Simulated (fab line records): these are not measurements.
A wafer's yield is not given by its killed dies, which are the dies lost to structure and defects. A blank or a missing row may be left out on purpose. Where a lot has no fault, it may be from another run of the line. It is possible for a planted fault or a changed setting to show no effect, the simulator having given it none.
Comparing a struck lot with a sound one ; flow berkeleyCmos170 ; 18 out of 331 route steps
Sound: wafers L794.1, L794.4, L794.5. Wafers L802.1, L802.3, L802.4 were the ones struck. The cause comes at the end.
For every step that has rows: the tool of each side, followed by ch and its chambers, followed by its first start. Under that, the readings that differ: sound wafers ; struck wafers ; difference of the means ; sigmas: that difference in standard deviations of wafers without a fault.
alike: readings with means less than 2 such deviations apart, plus words and numbers identical on both sides. not compared: withheld readings, readings lacking a value on some wafer, bounds such as >300 that could conceal the same value, and numbers that have no deviation in the record and whose values overlap.
A row with sigmas, a row that says differs or no value, or rows on one side alone: a step with any of these is where the two part. Numbers that have no deviation but don't overlap get no sigmas and don't part them. Lack of a reading on every wafer of one side parts them only where that side has two or more wafers.

first, 2 steps without rows for these wafers: UCB170_GATE_PEB_10; UCB170_GATE_DEVELOP_11 (develop time 45 s).
UCB170_GATE_CD_MEAS_12 targets a cd of 350 nm.
  sound on cdSem-02, day 7 10:47; struck on cdSem-01, day 8 22:44
  alike: cdNm
UCB170_GATE_OVL_MEAS_13:
  sound on overlay-02, day 7 10:55; struck on overlay-01, day 8 22:52
  alike: GATE_OVL
UCB170_GATE_ETCH_14: etches BARC in N2/H2.
  sound on rieDiel-02 ch 0,3, day 7 10:57; struck on rieDiel-03 ch 0,1,3, day 8 22:54
  alike: drypumpMotorCurrentA, oesProductAu, throttleValvePct
UCB170_GATE_ETCH_15: etches poly-Si in HBr/Cl2, stops on SiO2, time 56.3 s, target depth 278.2 nm.
  sound on rieSi-01 ch 0,2, day 7 10:59; struck on rieSi-02 ch 0,1,2, day 8 22:56
  alike: drypumpMotorCurrentA, oesProductAu, throttleValvePct
  not compared: rfHoursCounterH
UCB170_GATE_STRIP_16: strips in O2.
  sound on plasmaAsher-02 ch 0, day 7 11:02; struck on plasmaAsher-04 ch 0,1, day 8 22:59
  alike: drypumpMotorCurrentA, oesProductAu
  not compared: rfHoursCounterH
UCB170_GATE_CD_MEAS_90 targets a cd of 350 nm.
  sound on cdSem-01, day 7 11:08; struck on cdSem-01, day 8 23:08
  alike: cdNm
then, 4 steps without rows for these wafers: UCB170_GATE_CLEAN_17 (cleans in SPM, time 600 s); UCB170_PLDD_HMDS_00 (prime time 60 s); UCB170_PLDD_COAT_01 (resist thk 900 nm); UCB170_PLDD_SOFTBAKE_02 (time 60 s).
UCB170_PLDD_EXPOSE_03: exposes mask PSELECT, target cd 1200 nm.
  sound on krfScanner-02 ch 0, day 7 12:01; struck on krfScanner-01 ch 0, day 8 23:53
reading;sound;struck;difference;sigmas
exposureDoseMJCm2;29.994 30.031 30.042;31.507 31.510 31.506;+1.485;+59
  alike: mask
then, 2 steps without rows for these wafers: UCB170_PLDD_PEB_04; UCB170_PLDD_DEVELOP_05 (develop time 45 s).
UCB170_PLDD_CD_MEAS_06 targets a cd of 1200 nm.
  sound on cdSem-01, day 7 12:24; struck on cdSem-01, day 9 00:25
reading;sound;struck;difference;sigmas
cdNm (nm);1199.5 1198.8 1198.6;1208.4 1208.2 1209.1;+9.6;+8
UCB170_PLDD_OVL_MEAS_07:
  sound on overlay-01, day 7 12:31; struck on overlay-02, day 9 00:32
  alike: PLDD_OVL
UCB170_M3_PROBE_99:
  rows exist in the record for the struck wafers here (prober-02, day 10 14:27), but not for the sound ones

== WHERE THEY PART ==
At UCB170_PLDD_EXPOSE_03 first; at UCB170_M3_PROBE_99 last (within this record only).

WHY: what had been put in by the simulator
Process parameters drifting: krfScanner-01 at UCB170_PLDD_EXPOSE_03, beginning at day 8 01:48. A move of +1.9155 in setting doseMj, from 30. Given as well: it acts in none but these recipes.
